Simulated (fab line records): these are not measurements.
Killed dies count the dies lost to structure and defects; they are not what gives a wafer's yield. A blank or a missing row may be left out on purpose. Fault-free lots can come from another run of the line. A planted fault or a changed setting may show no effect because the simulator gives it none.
Which of the tools did it? | flow berkeley_cmos170 | 21 wafers from 7 lots sampled at 4 of the route's 331 steps

WHAT EACH GAUGE READ, for each wafer
UCB170_SDANNEAL_RS_MEAS_03: the measuring method here is four-point-probe.
lot  | measured     | on            | NSD_RS (ohm/sq)
L833 | day 7 09:18  | film_metro-01 | 37.43 37.41 37.38
L838 | day 7 22:15  | film_metro-02 | 37.33 37.28 37.35
L839 | day 8 06:22  | film_metro-04 | 37.24 37.25 37.15
L843 | day 8 23:10  | film_metro-01 | 37.34 37.27 37.30
L845 | day 9 14:41  | film_metro-01 | 37.35 37.37 37.38
L848 | day 9 22:43  | film_metro-01 | 37.33 37.32 37.35
L853 | day 11 00:25 | film_metro-04 | 37.35 37.33 37.28

TOOL THAT RAN EACH LOT (tool first, then ch and the chambers of the sampled wafers, then the start)
lot  | UCB170_GATE_ETCH_14               | UCB170_GATE_ETCH_15              | UCB170_SDANNEAL_RTA_01
L833 | rie_diel-01 ch 1,2,3, day 6 14:31 | rie_si-02 ch 0,1,3, day 6 14:34  | rtp_anneal-02 ch 0, day 7 09:05
L838 | rie_diel-04 ch 0,2,3, day 7 09:09 | rie_si-01 ch 0,2,3, day 7 09:11  | rtp_anneal-02 ch 0, day 7 22:04
L839 | rie_diel-04 ch 1,2, day 7 17:17   | rie_si-01 ch 0,3, day 7 17:19    | rtp_anneal-01 ch 0, day 8 06:12
L843 | rie_diel-04 ch 0,1,2, day 8 05:34 | rie_si-01 ch 0,1, day 8 05:36    | rtp_anneal-02 ch 0, day 8 22:59
L845 | rie_diel-04 ch 0,1,2, day 8 21:59 | rie_si-01 ch 1,2,3, day 8 22:01  | rtp_anneal-02 ch 0, day 9 14:29
L848 | rie_diel-02 ch 0,1, day 9 07:44   | rie_si-02 ch 0,1,2, day 9 07:46  | rtp_anneal-02 ch 0, day 9 22:33
L853 | rie_diel-02 ch 1,2, day 10 10:29  | rie_si-02 ch 0,1,2, day 10 10:31 | rtp_anneal-01 ch 0, day 11 00:14
- UCB170_GATE_ETCH_14: etches BARC in N2/H2.
- UCB170_GATE_ETCH_15: etches poly-Si in HBr/Cl2, stops on SiO2, time 56.3 s, target depth 278.2 nm.
- UCB170_SDANNEAL_RTA_01: time 5 s.

THE ANSWER, worked out from the rows above alone
Rule: the lots themselves supply what counts as usual. Put in order of their means at a reading, lots are off if they are a third of the lots or fewer, leave a main group of 4 or more, and stand apart from it by a gap of 3 or more times the standard deviation of the main group's means; of several such gaps the widest counts. If all means in a main group match to the digits the tables above print for the reading, that group is not used. Also off: a lot with no number at a reading for which 4 or more lots have one. Any other lot the step has rows for is counted as sound.
Across all readings shown, no lot is off: no conclusion can be drawn from this.

WHAT WAS PUT IN BY THE SIMULATOR
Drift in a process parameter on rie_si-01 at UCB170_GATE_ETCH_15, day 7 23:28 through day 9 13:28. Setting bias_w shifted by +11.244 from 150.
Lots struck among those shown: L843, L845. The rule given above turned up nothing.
